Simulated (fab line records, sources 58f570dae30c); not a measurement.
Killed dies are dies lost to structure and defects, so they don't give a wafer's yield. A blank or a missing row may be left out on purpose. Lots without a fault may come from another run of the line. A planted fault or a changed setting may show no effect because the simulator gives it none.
Which tool did it? | flow berkeley_cmos170 | 7 lots, 21 wafers sampled, at 1 step of a route of 331

WHAT THE GAUGES READ, wafer by wafer
UCB170_M1_CD_MEAS_90: target cd 700 nm.
lot  | measured     | on        | cd_nm (nm)
L301 | day 9 01:49  | cd_sem-01 | 702 701 702
L304 | day 9 03:12  | cd_sem-01 | 698 703 695
L306 | day 10 07:08 | cd_sem-02 | 702 695 701
L309 | day 10 18:51 | cd_sem-02 | 700 700 698
L312 | day 11 05:57 | cd_sem-01 | 702 701 702
L318 | day 12 18:56 | cd_sem-02 | 701 698 699
L319 | day 13 08:11 | cd_sem-02 | 696 698 696

WHICH TOOL RAN EACH LOT (tool, then ch and the chambers of the sampled wafers, then the start)
The record holds no process step before these readings.

THE ANSWER, worked out from the rows above alone
Rule: what is usual is taken from the lots themselves. Put in order of their means at a reading, lots are off if they are a third of the lots or fewer, leave a main group of 4 or more, and stand apart from it by a gap of 3 or more times the standard deviation of the main group's means; of several such gaps the widest counts. A main group whose means are all the same, to the digits that the tables above print for the reading, isn't used. A lot without any number at a reading at which 4 lots or more have one is off too. The other lots that the step has rows for count as sound.
No lot is off at any reading shown: from this, nothing can be told.

WHAT THE SIMULATOR HAD PUT IN
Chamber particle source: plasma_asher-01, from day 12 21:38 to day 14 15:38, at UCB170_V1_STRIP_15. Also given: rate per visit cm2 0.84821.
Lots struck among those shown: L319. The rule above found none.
